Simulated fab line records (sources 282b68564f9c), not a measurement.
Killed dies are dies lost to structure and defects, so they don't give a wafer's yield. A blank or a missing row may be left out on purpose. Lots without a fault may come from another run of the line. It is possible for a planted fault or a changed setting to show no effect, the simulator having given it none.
fab line records	flow ritCmos
[record] lots = 5	wafers = 23
route steps=202 shown M1@192
startH: start of the lot's first displayed wafer, in hours after the record's first day	waitH: hours elapsed since this lot's preceding step	" the same as in the row above	L1.1+2: a row that stands for several wafers	- no value present, or no start provided	* or withheld: withheld	< > ~ a bound
route shown NAME@n: names a module that has steps shown in the file, with the first one's number in the route	usual: mean and standard deviation over wafers with no fault	same: alike in all rows	chamber/n: place in a boat	sites: each site's reading	_std_site: standard deviation across them	_edge_site: the outer-site mean with the inner-site mean subtracted	radiusMm: for every site, how far away it sits from the centre of the wafer	mask NAME#n: copy n	behind: the tool/chamber that last shaped the wafer	hold: cause of the lot's hold/its duration in hours/its outcome	device: names the non-switching transistor (n, p or np)	end of line: the route-end tests of the same wafers	for a step that has no rows: nothing shown but its recipe	killed: dies that structure and defects cost at the first sort, which is not the same as the wafer's yield	map: per-die view of a wafer (x killed, . not killed, _ where there is no die)
set.NAME: setting as actually run; set.NAME@STEP: the setting as run at that earlier step	model.NAME: the simulator's own value behind a step, which no gauge read
lots where settings were altered on purpose, with a table for each step and a row for each wafer
[[steps]]
[step RIT_M1_DEVELOP_08]
[recipe] resist = NOVOLAK	developTimeS = 68	devTempC = 23
lot.wafer	tool	chamber	startH	waitH	set.developTimeS
L075.1+2+3+4+5	lithoTrack-02	0	-	-	68
L077.2+5+6	lithoTrack-02	0	-	-	68
L078.1+2+3+5+6	lithoTrack-01	0	-	-	68
L079.2+3+6	lithoTrack-03	0	-	-	68
L079.4+5	"	0	"	"	73.49
L085.1+2+3+5+6	lithoTrack-02	0	-	-	68
[step RIT_M1_HARDBAKE_11]
[recipe] resist = NOVOLAK	tempC = 140	timeS = 120
lot.wafer	tool	chamber	startH	waitH	set.resistThkNm@M1_COAT_04	model.NOVOLAK_of_M1_COAT_04.thkNm
L075.1	lithoTrack-03	0	59.46	0.0	1300	1138
L075.2	"	0	"	"	1275	1117
L075.3	"	0	"	"	1275	1115
L075.4	"	0	"	"	1275	1114
L075.5	"	0	"	"	1300	1136
L077.2	lithoTrack-01	0	71.98	0.1	1300	1135
L077.5	"	0	"	"	1300	1133
L077.6	"	0	"	"	1300	1132
L078.1+2+6	lithoTrack-01	0	74.93	0.0	1300	1137
L078.3	"	0	"	"	1300	1136
L078.5	"	0	"	"	1300	1138
L079.2+3	lithoTrack-03	0	79.44	0.1	1300	1133
L079.4+5+6	"	0	"	"	1300	1137
L085.1	lithoTrack-03	0	108.83	0.0	1278	1119
L085.2	"	0	"	"	1300	1136
L085.3	"	0	"	"	1300	1137
L085.5+6	"	0	"	"	1278	1121
[step RIT_M1_METAL_ETCH_12]
[recipe] stopOn = SiO2	chemistry = Cl2/BCl3	target = Al	timeS = 165	overEtchFrac = 0.5	pressureMtorr = 100	targetDepthA = 6000	rfW = 250	Cl2_flow_sccm = 60	bcl3FlowSccm = 50
lot.wafer	tool	chamber	startH	waitH	set.resistThkNm@M1_COAT_04	model.NOVOLAK_of_M1_COAT_04.thkNm
L075.1	rieMetal-04	1	59.71	0.2	1300	804.5
L075.2	"	0	"	"	1275	789
L075.3	"	0	"	"	1275	788.4
L075.4	"	1	"	"	1275	782
L075.5	"	1	"	"	1300	805.2
L077.2	rieMetal-02	0	72.19	0.2	1300	797.6
L077.5	"	1	"	"	1300	800.9
L077.6	"	0	"	"	1300	794.3
L078.1	rieMetal-04	1	75.18	0.2	1300	808.7
L078.2	"	0	"	"	1300	816.8
L078.3	"	0	"	"	1300	811.9
L078.5	"	0	"	"	1300	815.1
L078.6	"	1	"	"	1300	808
L079.2	rieMetal-01	1	79.65	0.2	1300	805.4
L079.3	"	0	"	"	1300	799.1
L079.4	"	1	"	"	1300	808.4
L079.5	"	0	"	"	1300	802.5
L079.6	"	1	"	"	1300	810.2
L085.1	rieMetal-01	1	109.08	0.2	1278	790.4
L085.2	"	0	"	"	1300	802.4
L085.3	"	1	"	"	1300	808.4
L085.5	"	1	"	"	1278	795.7
L085.6	"	0	"	"	1278	788.5
[step RIT_M1_STRIP_13]
[recipe] chemistry = nmp	resist = NOVOLAK	tempC = 80	timeS = 621.8	dry = n2Spin
[step RIT_M1_STRIP_14]
[recipe] chemistry = O2	timeS = 180	platenTempC = withheld	powerW = 500	pressureMtorr = 4000	o2FlowSccm = 4000
[step RIT_M1_ANNEAL_15]
[recipe] tempC = 450	timeS = 1800	ambient = forming_gas_H2N2
[step RIT_M1_PROBE_99]
[usual] killed_at_M0_to_M3 = 0.1/0.34	killedAtContacts = 0.1/0.28	killedAtFrontEnd = 7/3.2	killedDies = 7/3.3	killedOpen = 3.6/2.1	killedShort = 3.3/1.9
[same] grossDies = 264	killed_at_M4_up = 0	killedAtBackSide = 0	killedAtOther = 0
lot.wafer	tool	chamber	startH	waitH	set.devTempC@GATE_DEVELOP_15	killed_at_M0_to_M3	killedAtContacts	killedAtFrontEnd	killedDies	killedOpen	killedShort	model.etest.pmos_0p3.rOnOhmUm	model.etest.pmosTurned.rOnOhmUm	model.etest.pmos_0p15.rOnOhmUm	model.etest.nmos_0p15.driveUaUm	model.etest.pmos_0p15.driveUaUm	model.etest.ppolyLine.lineOhmUm
L075.1	prober-01	-	62.16	0.1	23	0	0	8	8	4	4	6362	3538	2788	490.3	254.4	168.4
L075.2	prober-01	-	62.21	0.1	19.59	0	0	10	10	5	5	6012	3144	2420	578.5	311.3	212.4
L075.3	prober-01	-	62.26	0.2	19.59	0	0	6	6	1	5	5937	3173	2422	579.7	311.1	213.5
L075.4	prober-01	-	62.31	0.2	19.59	1	0	6	7	2	4	5836	3118	2401	589.1	315.5	210.6
L075.5	prober-01	-	62.36	0.2	23	1	0	4	5	3	1	6303	3524	2809	475.9	257.5	166.1
L077.2	prober-01	-	74.49	0.1	23	0	0	13	13	5	8	6315	3498	2790	471.3	255.6	164.3
L077.5	prober-01	-	74.64	0.2	23	0	0	7	7	4	3	6334	3542	2820	464.5	251.9	158.5
L077.6	prober-01	-	74.69	0.2	23	0	0	9	9	4	5	6190	3435	2819	461.6	251.9	162.1
L078.1	prober-02	-	78.22	0.1	23	2	0	5	7	2	3	6238	3426	2728	486.4	260.6	165
L078.2	prober-02	-	78.27	0.1	23	1	0	7	8	3	4	6290	3438	2792	482.6	257.5	165.3
L078.3	prober-02	-	78.32	0.2	23	1	0	9	10	4	5	6320	3439	2729	472.5	256.5	161.7
L078.5	prober-02	-	78.42	0.2	23	0	1	10	11	6	5	6359	3501	2788	479.8	253.2	166.3
L078.6	prober-02	-	78.47	0.2	23	0	0	9	9	5	4	6309	3503	2794	470.4	256.9	163.5
L079.2	prober-01	-	81.95	0.1	23	0	0	2	2	2	0	6126	3391	2712	469.5	271.4	169.2
L079.3	prober-01	-	82.00	0.2	23	0	0	5	5	2	3	6174	3401	2711	492.8	267.6	168.2
L079.4	prober-01	-	82.05	0.2	23	0	0	7	7	3	4	6042	3271	2652	479.6	277.6	170
L079.5	prober-01	-	82.10	0.2	23	0	0	2	2	2	0	6146	3324	2699	470.9	267.1	164.6
L079.6	prober-01	-	82.15	0.2	23	0	0	12	12	7	5	6227	3516	2799	455.9	259.2	167.2
L085.1	prober-01	-	111.34	0.1	23	0	0	8	8	2	6	6205	3399	2804	489.7	259	160.1
L085.2	prober-01	-	111.39	0.1	19.76	0	0	10	10	7	3	6085	3268	2571	562.1	293.1	202.6
L085.3	prober-01	-	111.44	0.2	19.76	0	1	13	14	6	7	5944	3031	2434	568.7	310.8	198.1
L085.5	prober-01	-	111.54	0.2	23	0	1	4	5	2	3	6442	3637	2963	455.7	243.9	159.4
L085.6	prober-01	-	111.59	0.2	23	0	0	6	6	2	4	6475	3662	2997	458.7	241.2	159
// killed by level:class
L075.1 GATE:geometricParticle:open=3 GATE:geometricParticle:short=3 SILICIDE:geometricParticle:open=1 SILICIDE:geometricParticle:short=1
L075.2 GATE:geometricParticle:short=5 GATE:geometricParticle:open=4 FOX2:geometricParticle:open=1
L075.3 SILICIDE:geometricParticle:short=3 GATE:geometricParticle:short=1 SPACER:geometricParticle:short=1 SILICIDE:geometricParticle:open=1
L075.4 FOX1:geometricParticle:open=2 GATE:geometricParticle:short=2 FOX2:geometricParticle:short=1 SPACER:geometricParticle:short=1 M1:coatMicrobubblePrinted=1
L075.5 GATE:geometricParticle:open=1 REOX:geometricParticle:open=1 SPACER:geometricParticle:short=1 SILICIDE:geometricParticle:open=1 M1:coatMicrobubblePrinted=1
L077.2 GATE:geometricParticle:open=5 GATE:geometricParticle:short=5 FOX1:geometricParticle:short=1 FOX2:geometricParticle:short=1 SPACER:geometricParticle:short=1
L077.5 FOX1:geometricParticle:short=2 GATE:geometricParticle:open=2 SPACER:geometricParticle:open=2 REOX:geometricParticle:short=1
L077.6 GATE:geometricParticle:open=3 GATE:geometricParticle:short=2 FOX1:geometricParticle:short=1 REOX:geometricParticle:short=1 SPACER:geometricParticle:short=1 SILICIDE:geometricParticle:open=1
L078.1 SPACER:geometricParticle:short=3 M1:coatMicrobubblePrinted=2 GATE:geometricParticle:open=1 REOX:geometricParticle:open=1
L078.2 GATE:geometricParticle:short=2 FOX1:geometricParticle:short=1 FOX2:geometricParticle:open=1 GATE:geometricParticle:open=1 REOX:geometricParticle:short=1 SILICIDE:geometricParticle:open=1 M1:coatMicrobubblePrinted=1
L078.3 FOX2:geometricParticle:open=2 GATE:geometricParticle:short=2 FOX1:geometricParticle:short=1 GATE:geometricParticle:open=1 REOX:geometricParticle:short=1 SPACER:geometricParticle:short=1 SPACER:geometricParticle:open=1 M1:coatMicrobubblePrinted=1
L078.5 GATE:geometricParticle:open=3 FOX1:geometricParticle:open=1 FOX1:geometricParticle:short=1 FOX2:geometricParticle:open=1 GATE:geometricParticle:short=1 REOX:geometricParticle:short=1 REOX:geometricParticle:open=1 SILICIDE:geometricParticle:short=1
L078.6 REOX:geometricParticle:short=3 GATE:geometricParticle:open=2 FOX2:geometricParticle:open=1 SPACER:geometricParticle:short=1 SPACER:geometricParticle:open=1 SILICIDE:geometricParticle:open=1
L079.2 FOX2:geometricParticle:open=1 SILICIDE:geometricParticle:open=1
L079.3 GATE:geometricParticle:short=2 FOX1:geometricParticle:open=1 GATE:geometricParticle:open=1 SPACER:geometricParticle:short=1
L079.4 SPACER:geometricParticle:short=3 FOX1:geometricParticle:open=1 FOX1:geometricParticle:short=1 FOX2:geometricParticle:open=1 GATE:geometricParticle:open=1
L079.5 FOX1:geometricParticle:open=1 SPACER:geometricParticle:open=1
L079.6 FOX2:geometricParticle:open=2 GATE:geometricParticle:open=2 SPACER:geometricParticle:short=2 SILICIDE:geometricParticle:open=2 SILICIDE:geometricParticle:short=2 FOX1:geometricParticle:short=1 SPACER:geometricParticle:open=1
L085.1 GATE:geometricParticle:short=2 REOX:geometricParticle:short=2 SILICIDE:geometricParticle:short=2 GATE:geometricParticle:open=1 REOX:geometricParticle:open=1
L085.2 GATE:geometricParticle:open=3 REOX:geometricParticle:open=2 SPACER:geometricParticle:open=2 FOX1:geometricParticle:short=1 GATE:geometricParticle:short=1 REOX:geometricParticle:short=1
L085.3 REOX:geometricParticle:open=3 FOX2:geometricParticle:short=2 GATE:geometricParticle:short=2 GATE:geometricParticle:open=2 REOX:geometricParticle:short=2 SILICIDE:geometricParticle:open=1 SILICIDE:geometricParticle:short=1 CONTACT:coatMicrobubblePrinted=1
L085.5 GATE:geometricParticle:short=2 REOX:geometricParticle:open=1 SILICIDE:geometricParticle:open=1 CONTACT:geometricParticle:short=1
L085.6 SILICIDE:geometricParticle:short=2 FOX1:geometricParticle:open=1 GATE:geometricParticle:short=1 SPACER:geometricParticle:open=1 SPACER:geometricParticle:short=1
[[key]]
[split] step = RIT_M1_DEVELOP_08	setting = developTimeS	stated = 68	by = wafer
response none clear
split outsideThisFile step=RIT_GATE_DEVELOP_15 setting=devTempC
split outsideThisFile step=RIT_M1_COAT_04 setting=resistThkNm
// split outsideThisFile: this setting was split too, and the file shows its column; the key of that split is in another file
